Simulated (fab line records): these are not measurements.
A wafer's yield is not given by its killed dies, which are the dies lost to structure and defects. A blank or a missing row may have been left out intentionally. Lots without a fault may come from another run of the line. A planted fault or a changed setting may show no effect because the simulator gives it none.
Matching of chambers :: flow berkeleyCmos170 :: pecvd-02 running UCB170_V2_CVD_00: 3 sister chambers
The step deposits SiO2 from TEOS/O2, target thk 2000 nm, time 250 s. 18 wafers are shown with their chamber, then 9 later ones without.

## WAFERS WITH THEIR CHAMBER
wafer: L076.1
chamber: 0
heaterPowerW (W): 280

wafer: L076.3
chamber: 1
heaterPowerW (W): 311

wafer: L076.4
chamber: 2
heaterPowerW (W): 240

wafer: L078.3
chamber: 1
heaterPowerW (W): 311

wafer: L078.4
chamber: 2
heaterPowerW (W): 340

wafer: L078.5
chamber: 0
heaterPowerW (W): 203

wafer: L080.1
chamber: 2
heaterPowerW (W): 275

wafer: L080.2
chamber: 0
heaterPowerW (W): 236

wafer: L080.5
chamber: 2
heaterPowerW (W): 244

wafer: L083.2
chamber: 0
heaterPowerW (W): 272

wafer: L083.5
chamber: 2
heaterPowerW (W): 249

wafer: L083.6
chamber: 0
heaterPowerW (W): 282

wafer: L088.2
chamber: 0
heaterPowerW (W): 240

wafer: L088.4
chamber: 0
heaterPowerW (W): 287

wafer: L088.5
chamber: 0
heaterPowerW (W): 206

wafer: L090.2
chamber: 2
heaterPowerW (W): 331

wafer: L090.3
chamber: 1
heaterPowerW (W): 280

wafer: L090.4
chamber: 0
heaterPowerW (W): 205

SIGNATURES (means of the wafers above)
reading: heaterPowerW
chamber 0: 245.67
chamber 1: 300.67
chamber 2: 279.83
scatter within a chamber: 37.2
Rule: for a wafer and a chamber, the distance is found by dividing, reading by reading, the gap between the wafer's reading and the chamber's mean by the reading's scatter, squaring, summing and taking the root. The wafer belongs to the nearest chamber; if the next one is less than 2 further off, it can't be placed. The scatter is the square root of a quotient: the sum, over the shown wafers, of each reading's squared deviation from its chamber's mean, divided by wafers minus chambers.

## WAFERS MISSING THEIR CHAMBER
wafer: L093.1
heaterPowerW (W): 302

wafer: L093.3
heaterPowerW (W): 257

wafer: L093.4
heaterPowerW (W): 329

wafer: L094.1
heaterPowerW (W): 258

wafer: L094.2
heaterPowerW (W): 264

wafer: L094.3
heaterPowerW (W): 302

wafer: L094.4
heaterPowerW (W): 206

wafer: L094.5
heaterPowerW (W): 239

wafer: L094.6
heaterPowerW (W): 348

## WHICH CHAMBER EACH ONE RAN IN
wafer: L093.1
from the rows above: can't be placed: 1 or 2 or 0
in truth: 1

wafer: L093.3
from the rows above: can't be placed: 0 or 2 or 1
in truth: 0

wafer: L093.4
from the rows above: can't be placed: 1 or 2 or 0
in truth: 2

wafer: L094.1
from the rows above: can't be placed: 0 or 2 or 1
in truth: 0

wafer: L094.2
from the rows above: can't be placed: 2 or 0 or 1
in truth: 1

wafer: L094.3
from the rows above: can't be placed: 1 or 2 or 0
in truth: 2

wafer: L094.4
from the rows above: can't be placed: 0 or 2 or 1
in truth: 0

wafer: L094.5
from the rows above: can't be placed: 0 or 2 or 1
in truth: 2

wafer: L094.6
from the rows above: can't be placed: 1 or 2 or 0
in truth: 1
Correct placement for 0 of the 9. Cannot be placed on the basis of these rows: 9; the candidates contain the true chamber in 9. 0 placed wrongly.
